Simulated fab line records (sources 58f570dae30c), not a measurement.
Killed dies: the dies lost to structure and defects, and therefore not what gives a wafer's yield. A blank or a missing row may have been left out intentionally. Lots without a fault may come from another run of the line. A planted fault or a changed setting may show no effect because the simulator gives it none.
Split-lot study / flow berkeley cmos170 / on a route of 331 steps: 5 lots, 23 wafers read

== SPLIT DETAILS ==
At UCB170_NWELL_COAT_07 (resist thk 900 nm), the setting spin rpm was moved away from the recipe's 1500 rpm on 12 of the 23 wafers read, by -7.2% to +5.9%. For the rest of the wafers, this setting stayed at what the recipe calls for.

The reading comes from the split's own step.

== THE READING ==
KrF_of_NWELL_COAT_07.thk nm (the simulator's own value, which no gauge read), in nm, at UCB170_NWELL_COAT_07 (resist thk 900 nm). There is no usual value for it anywhere in the file. Average 901.0 nm, standard deviation 3.1 nm, over the 11 wafers here run with the recipe.

wafer=L075.1; tool, chamber at the split=litho track-01, 0; spin rpm as run, rpm=1392; against the recipe=-7.2%; KrF_of_NWELL_COAT_07.thk nm, nm=932; against lot-mates on the recipe=+34.2
wafer=L075.2; tool, chamber at the split=litho track-01, 0; spin rpm as run, rpm=1500; against the recipe=recipe; KrF_of_NWELL_COAT_07.thk nm, nm=896.9; against lot-mates on the recipe=-
wafer=L075.4; tool, chamber at the split=litho track-01, 0; spin rpm as run, rpm=1392; against the recipe=-7.2%; KrF_of_NWELL_COAT_07.thk nm, nm=934.2; against lot-mates on the recipe=+36.5
wafer=L075.5; tool, chamber at the split=litho track-01, 0; spin rpm as run, rpm=1392; against the recipe=-7.2%; KrF_of_NWELL_COAT_07.thk nm, nm=932.2; against lot-mates on the recipe=+34.5
wafer=L075.6; tool, chamber at the split=litho track-01, 0; spin rpm as run, rpm=1500; against the recipe=recipe; KrF_of_NWELL_COAT_07.thk nm, nm=898.6; against lot-mates on the recipe=-
wafer=L080.1; tool, chamber at the split=litho track-01, 0; spin rpm as run, rpm=1451; against the recipe=-3.3%; KrF_of_NWELL_COAT_07.thk nm, nm=919; against lot-mates on the recipe=+13.2
wafer=L080.2; tool, chamber at the split=litho track-01, 0; spin rpm as run, rpm=1500; against the recipe=recipe; KrF_of_NWELL_COAT_07.thk nm, nm=907.8; against lot-mates on the recipe=-
wafer=L080.4; tool, chamber at the split=litho track-01, 0; spin rpm as run, rpm=1451; against the recipe=-3.3%; KrF_of_NWELL_COAT_07.thk nm, nm=918.3; against lot-mates on the recipe=+12.5
wafer=L080.5; tool, chamber at the split=litho track-01, 0; spin rpm as run, rpm=1451; against the recipe=-3.3%; KrF_of_NWELL_COAT_07.thk nm, nm=917.5; against lot-mates on the recipe=+11.7
wafer=L080.6; tool, chamber at the split=litho track-01, 0; spin rpm as run, rpm=1500; against the recipe=recipe; KrF_of_NWELL_COAT_07.thk nm, nm=903.9; against lot-mates on the recipe=-
wafer=L081.1; tool, chamber at the split=litho track-04, 0; spin rpm as run, rpm=1500; against the recipe=recipe; KrF_of_NWELL_COAT_07.thk nm, nm=897.7; against lot-mates on the recipe=-
wafer=L081.2; tool, chamber at the split=litho track-04, 0; spin rpm as run, rpm=1500; against the recipe=recipe; KrF_of_NWELL_COAT_07.thk nm, nm=901.5; against lot-mates on the recipe=-
wafer=L081.3; tool, chamber at the split=litho track-04, 0; spin rpm as run, rpm=1589; against the recipe=+5.9%; KrF_of_NWELL_COAT_07.thk nm, nm=873.1; against lot-mates on the recipe=-26.5
wafer=L081.4; tool, chamber at the split=litho track-04, 0; spin rpm as run, rpm=1589; against the recipe=+5.9%; KrF_of_NWELL_COAT_07.thk nm, nm=873.6; against lot-mates on the recipe=-26.0
wafer=L081.5; tool, chamber at the split=litho track-04, 0; spin rpm as run, rpm=1589; against the recipe=+5.9%; KrF_of_NWELL_COAT_07.thk nm, nm=873.5; against lot-mates on the recipe=-26.1
wafer=L083.3; tool, chamber at the split=litho track-01, 0; spin rpm as run, rpm=1500; against the recipe=recipe; KrF_of_NWELL_COAT_07.thk nm, nm=897.7; against lot-mates on the recipe=-
wafer=L083.4; tool, chamber at the split=litho track-01, 0; spin rpm as run, rpm=1500; against the recipe=recipe; KrF_of_NWELL_COAT_07.thk nm, nm=901.7; against lot-mates on the recipe=-
wafer=L083.5; tool, chamber at the split=litho track-01, 0; spin rpm as run, rpm=1500; against the recipe=recipe; KrF_of_NWELL_COAT_07.thk nm, nm=900.4; against lot-mates on the recipe=-
wafer=L085.1; tool, chamber at the split=litho track-01, 0; spin rpm as run, rpm=1393; against the recipe=-7.1%; KrF_of_NWELL_COAT_07.thk nm, nm=933.8; against lot-mates on the recipe=+31.4
wafer=L085.3; tool, chamber at the split=litho track-01, 0; spin rpm as run, rpm=1500; against the recipe=recipe; KrF_of_NWELL_COAT_07.thk nm, nm=903.6; against lot-mates on the recipe=-
wafer=L085.4; tool, chamber at the split=litho track-01, 0; spin rpm as run, rpm=1393; against the recipe=-7.1%; KrF_of_NWELL_COAT_07.thk nm, nm=933.7; against lot-mates on the recipe=+31.3
wafer=L085.5; tool, chamber at the split=litho track-01, 0; spin rpm as run, rpm=1393; against the recipe=-7.1%; KrF_of_NWELL_COAT_07.thk nm, nm=936.1; against lot-mates on the recipe=+33.7
wafer=L085.6; tool, chamber at the split=litho track-01, 0; spin rpm as run, rpm=1500; against the recipe=recipe; KrF_of_NWELL_COAT_07.thk nm, nm=901.2; against lot-mates on the recipe=-

THE FIT
A straight line over all 23 wafers: KrF_of_NWELL_COAT_07.thk nm changes by -4.62 nm for each +1% of spin rpm; r = -0.99; the points scatter about the line by 2.5 nm.
The same after taking each lot's own level away (the mean of its wafers on the recipe; 23 wafers): -4.56 nm for each +1%; r = -1.00; scatter 1.8 nm.
The reading moves by 33 nm for the largest change in spin rpm, on that fit.
From 897.75 to 905.85 nm: that is the span of the lots' own levels, equal to 2.6 times the standard deviation above.
The two slopes are in agreement: the lot-to-lot level therefore moves the slope only a little.
Check: +32.6 nm against its lot-mates is what the line predicts for one of the wafers moved furthest among these (-7.2%) when that wafer is left out of the fit. Against them it came out at +34.2 nm.

== OTHER SPLITS APPLIED TO THESE WAFERS ==
Other splits were also applied to these wafers ahead of the reading. Each is held against what the fit with the lots' levels taken away leaves over:
other split on the same wafers=UCB170_START_OXIDATION_02 temp c; wafers away from the commonest value=18; r with KrF_of_NWELL_COAT_07.thk nm (lot level and that fit taken away)=+0.14

== THE WHOLE CHAIN: every reading that the file lists as answering this split, in the file's order ==
step=UCB170_NWELL_COAT_07; what it does=resist thk 900 nm; reading=KrF_of_NWELL_COAT_07.thk nm (the simulator's own value, which no gauge read); change (the file's fit)=-4.56 nm for each +1% of the setting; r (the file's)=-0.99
step=UCB170_NWELL_STRIP_15; what it does=strips in O2; reading=strip time to endpoint s; change (the file's fit)=withheld for each +1% of the setting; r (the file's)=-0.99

== THE FILE'S OWN FIT ==
KrF_of_NWELL_COAT_07.thk nm changes by -4.56 nm for each +1% of spin rpm, r = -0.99.
